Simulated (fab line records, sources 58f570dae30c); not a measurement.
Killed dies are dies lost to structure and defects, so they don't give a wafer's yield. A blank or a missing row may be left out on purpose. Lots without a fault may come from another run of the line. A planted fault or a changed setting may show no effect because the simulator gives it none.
Problem report in the 8D (eight disciplines) form, filled by code | flow berkeley_cmos170 | the parts of the form that need people (team, actions taken, sign-off) are left out

1. THE PROBLEM
strip_time_to_endpoint_s at UCB170_NSD_STRIP_09 reads a mean of 36.64 s on 9 wafers of 3 lots; wafers without a fault read 35.82 s with a standard deviation of 0.058. That is +14 standard deviations from the usual mean.
The step: strips in O2.
First seen on wafer L469.3, day 9 08:17, on plasma_asher-04. The record holds 45 wafers of 15 lots with a number at this step. Rule for "out", or "out of limits": more than 4 standard deviations from the usual mean. The other wafers with a number count as sound.

2. WHAT IT IS AND WHAT IT IS NOT
question                    | is                               | is not
which readings at this step | strip_time_to_endpoint_s         | drypump_motor_current_A, oes_product_au
which lots                  | L469, L470, L474                 | L455, L456, L457, L458, L459, L460, L461, L463, L464, L471, L476, L478
which wafers of those lots  | all that have a number           | -
read on which tools         | plasma_asher-02, plasma_asher-04 | plasma_asher-01
when                        | from day 9 08:17                 | up to then (27 sound wafers); but 9 sound wafers of L471, L476, L478 came after

3. SUSPECTS, AND WHAT RULES EACH OUT
Counting: a tool at a process step up to the reading stays a suspect if it ran every lot that is out and no sound lot after the first of them.
- litho_track-04 at UCB170_NSD_COAT_01 (resist thk 900 nm): kept. It ran every lot that is out, first L469 (day 9 06:38), and no sound lot after that; its last sound lot up to then is L463 (day 8 07:49).
Left after counting: litho_track-04 at UCB170_NSD_COAT_01.

4. THE CAUSE (what the simulator had put in)
Process parameter drift: litho_track-04, from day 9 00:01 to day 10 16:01, at UCB170_NSD_COAT_01. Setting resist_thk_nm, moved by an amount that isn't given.
Counting left only this tool.

5. THE CHAIN OF EFFECTS, in route order
Each row: a reading whose mean over the struck wafers that have a number lies more than 3 standard deviations from the usual. Only readings for which the record gives a usual standard deviation are gone through. hours: the time from each lot's start at the first step in this table that gives one to its start at this step, as a median over the lots. sigmas: the change in usual standard deviations.
hours | step                | reading                  | usual   | on struck wafers | change | sigmas
0     | UCB170_NSD_STRIP_09 | strip_time_to_endpoint_s | 35.82 s | 36.64            | +0.82  | +14
The process steps in it:
- UCB170_NSD_STRIP_09: strips in O2.

6. WHAT WOULD HAVE CAUGHT IT SOONER
In this record the first reading out of limits was taken at day 9 08:17, 8 hours after the fault began at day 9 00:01.
Of the lots that are out (3), L470, L474 began UCB170_NSD_COAT_01 on litho_track-04 after day 9 08:17. A hold on the tool at that time would have spared those 2.
